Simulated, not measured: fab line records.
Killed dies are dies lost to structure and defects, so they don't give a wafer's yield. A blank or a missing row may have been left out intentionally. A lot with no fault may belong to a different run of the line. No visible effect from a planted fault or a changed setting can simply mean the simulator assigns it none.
A struck lot beside a sound one    flow rit-cmos    44 steps out of a route of 202
Sound: these wafers, L870.1, L870.3, L870.6. Wafers L876.1, L876.3, L876.4 were the ones struck. The cause is given at the end.
Each step with rows lists, per side, the tool, then ch with its chambers, then its first start. Under that, the readings that differ: sound wafers    struck wafers    difference of the means    sigmas: that difference in standard deviations of wafers without a fault.
alike: readings with means less than 2 such deviations apart, plus words and numbers identical on both sides. not compared: withheld readings, readings lacking a value on some wafer, bounds such as >300 that could conceal the same value, and numbers that have no deviation in the record and whose values overlap.
Wherever a step has rows on one side only, a row that says differs or no value, or a row with sigmas, the two part there. Numbers that don't overlap but have no deviation are shown without sigmas and don't part them. A reading missing from all wafers of one side parts the sides only when that side holds two or more wafers.

first, 4 steps without rows for these wafers: RIT_PSD_SOFTBAKE_02 (time 60 s); RIT_PSD_EXPOSE_03 (exposes mask M10, target cd 40900 nm); RIT_PSD_PEB_04; RIT_PSD_DEVELOP_05 (develop time 50 s).
RIT_PSD_OVL_MEAS_06:
  sound: overlay-01 at day 3 22:17; struck: overlay-02 at day 5 04:07
  alike: PSD_OVL
then, 2 steps without rows for these wafers: RIT_PSD_HARDBAKE_07 (time 60 s); RIT_PSD_IMPLANT_08.
RIT_PSD_STRIP_09: strips in O2, time 180 s.
  sound on plasma-asher-02 ch 0,1, day 3 22:37; struck on plasma-asher-04 ch 0,1, day 5 04:26
  alike: chamber-pressure-mTorr, drypump-motor-current-A
  not compared: rf-hours-counter-h
RIT_PSD_TW_MEAS_10:
  sound: film-metro-02 at day 3 22:47; struck: film-metro-03 at day 5 04:37
  alike: PSD_TW
then, 3 steps without rows for these wafers: RIT_SDANNEAL_CLEAN_00 (cleans in SC1, time 600 s); RIT_SDANNEAL_CLEAN_01 (cleans in dHF, time 30 s); RIT_SDANNEAL_CLEAN_02 (cleans in SC2, time 600 s).
RIT_SDANNEAL_RTA_03: time 5 s.
  sound on rtp-anneal-02 ch 0, day 3 23:13; struck on rtp-anneal-02 ch 0, day 5 05:03
  alike: wafer_temp_C_max
RIT_SDANNEAL_RS_MEAS_04: uses a four-point probe to measure.
  sound: film-metro-02 at day 3 23:17; struck: film-metro-02 at day 5 05:28
reading          sound              struck             difference  sigmas
PSD_RS (ohm/sq)  116.5 116.4 116.4  114.6 114.4 115.0  -1.8        -6
  not compared: hold
RIT_SDANNEAL_RS_MEAS_05: uses a four-point probe to measure.
  sound: film-metro-02 at day 3 23:24; struck: film-metro-02 at day 5 09:50
reading  sound  struck                                                                      difference                    sigmas
hold     - - -  await-dispo/4.2h/release await-dispo/4.2h/release await-dispo/4.2h/release  no value on the sound wafers  
  alike: NSD_RS
RIT_SDANNEAL_RS_MEAS_06: uses a four-point probe to measure.
  sound: film-metro-02 at day 3 23:31; struck: film-metro-02 at day 5 09:57
reading           sound              struck             difference  sigmas
PLDD_RS (ohm/sq)  179.5 179.1 179.5  177.4 177.4 177.7  -1.9        -4
  not compared: hold
RIT_SDANNEAL_RS_MEAS_07: uses a four-point probe to measure.
  sound: film-metro-02 at day 3 23:38; struck: film-metro-02 at day 5 10:04
  alike: NLDD_RS
then, 1 step without rows for these wafers: RIT_SILICIDE_WET_ETCH_00 (etches SiO2 in BOE, target depth 14 nm, time 15 s).
RIT_SILICIDE_SPUTTER_01: material Ti, target thk 30 nm, time 240 s.
  sound: pvd-sputter-01 at day 3 23:46; struck: pvd-sputter-01 at day 5 10:12
  alike: throttle-valve-pct
RIT_SILICIDE_RS_MEAS_02: uses a four-point probe to measure.
  sound: film-metro-04 at day 3 23:55; struck: film-metro-04 at day 5 10:21
  alike: SILICIDE_TI_RS
RIT_SILICIDE_THK_MEAS_03: measures by xrf.
  sound: film-metro-04 at day 4 00:02; struck: film-metro-04 at day 5 10:28
  alike: SILICIDE_TI_THK
then, 4 steps without rows for these wafers: RIT_SILICIDE_RTA_04 (time 10 s, ramp up 5 s, ramp down 5 s); RIT_SILICIDE_WET_ETCH_05 (etches Ti in SPM, time 120 s); RIT_SILICIDE_RTA_06 (time 10 s, ramp up 5 s, ramp down 10 s); RIT_CONTACT_CVD_00 (deposits SiO2 from TEOS, target thk 400 nm, time 61 s).
RIT_CONTACT_THK_MEAS_01:
  sound: film-metro-04 at day 4 00:20; struck: film-metro-02 at day 5 10:46
  alike: CONTACT_TEOS_THK
then, 6 steps without rows for these wafers: RIT_CONTACT_HMDS_02 (prime time 60 s); RIT_CONTACT_COAT_03 (resist thk 1000 nm); RIT_CONTACT_SOFTBAKE_04 (time 60 s); RIT_CONTACT_EXPOSE_05 (exposes mask M11, target cd 1000 nm); RIT_CONTACT_PEB_06; RIT_CONTACT_DEVELOP_07 (develop time 120 s).
RIT_CONTACT_CD_MEAS_08: the cd target is 1000 nm.
  sound: cd-sem-02 at day 4 01:21; struck: cd-sem-01 at day 5 12:19
  alike: cd-nm
RIT_CONTACT_OVL_MEAS_09:
  sound: overlay-01 at day 4 01:29; struck: overlay-02 at day 5 12:26
  alike: CONTACT_OVL
then, 1 step without rows for these wafers: RIT_CONTACT_HARDBAKE_10 (time 60 s).
RIT_CONTACT_ETCH_11: etches SiO2 in CHF3/CF4/Ar, stops on TiSi2, target depth 480 nm, time 320 s.
  sound on rie-diel-02 ch 0,1,2, day 4 01:43; struck on rie-diel-02 ch 0,1,3, day 5 12:43
  alike: chamber-pressure-mTorr, drypump-motor-current-A, oes-product-au, throttle-valve-pct
  not compared: rf-hours-counter-h
RIT_CONTACT_STRIP_12: strips in O2, time 180 s.
  sound on plasma-asher-03 ch 0,1, day 4 01:55; struck on plasma-asher-03 ch 0,1, day 5 12:55
  alike: chamber-pressure-mTorr, drypump-motor-current-A
  not compared: rf-hours-counter-h
RIT_CONTACT_CD_MEAS_90: the cd target is 1000 nm.
  sound: cd-sem-02 at day 4 02:05; struck: cd-sem-01 at day 5 13:05
  alike: cd-nm
then, 2 steps without rows for these wafers: RIT_CONTACT_CLEAN_13 (cleans in SC1, time 600 s); RIT_CONTACT_CLEAN_14 (cleans in SC2, time 600 s).
RIT_M1_SPUTTER_00: material Al, target thk 400 nm, time 500 s.
  sound: pvd-sputter-02 at day 4 02:34; struck: pvd-sputter-02 at day 5 13:34
  alike: throttle-valve-pct
RIT_M1_RS_MEAS_01: uses a four-point probe to measure.
  sound: film-metro-03 at day 4 02:51; struck: film-metro-02 at day 5 13:51
  alike: M1_AL_RS
RIT_M1_METAL_ETCH_12: etches Al in Cl2/BCl3, stops on SiO2, time 165 s, target depth 600 nm.
  sound on rie-metal-02 ch 0,1, day 4 04:26; struck on rie-metal-02 ch 0,1, day 5 17:35
reading              sound           struck          difference  sigmas
model.M1.cd-nm (nm)  2600 2601 2600  2632 2636 2634  +34         
  alike: chamber-pressure-mTorr, drypump-motor-current-A, oes-product-au, throttle-valve-pct
  not compared: rf-hours-counter-h
RIT_M1_PROBE_99:
  sound: prober-02 at day 4 06:42; struck: prober-02 at day 5 20:50
  alike: killed-at-front-end, killed-dies, killed-open, killed-short

## WHERE THEY PART
Last at RIT_SDANNEAL_RS_MEAS_06 as far as this record goes, first at RIT_SDANNEAL_RS_MEAS_04. Later steps at which nothing parts them and some readings are alike: RIT_SDANNEAL_RS_MEAS_07, RIT_SILICIDE_SPUTTER_01, RIT_SILICIDE_RS_MEAS_02, RIT_SILICIDE_THK_MEAS_03, RIT_CONTACT_THK_MEAS_01, RIT_CONTACT_CD_MEAS_08, RIT_CONTACT_OVL_MEAS_09, RIT_CONTACT_ETCH_11, RIT_CONTACT_STRIP_12, RIT_CONTACT_CD_MEAS_90, RIT_M1_SPUTTER_00, RIT_M1_RS_MEAS_01, RIT_M1_METAL_ETCH_12, RIT_M1_PROBE_99.

WHY: whatever the simulator had introduced
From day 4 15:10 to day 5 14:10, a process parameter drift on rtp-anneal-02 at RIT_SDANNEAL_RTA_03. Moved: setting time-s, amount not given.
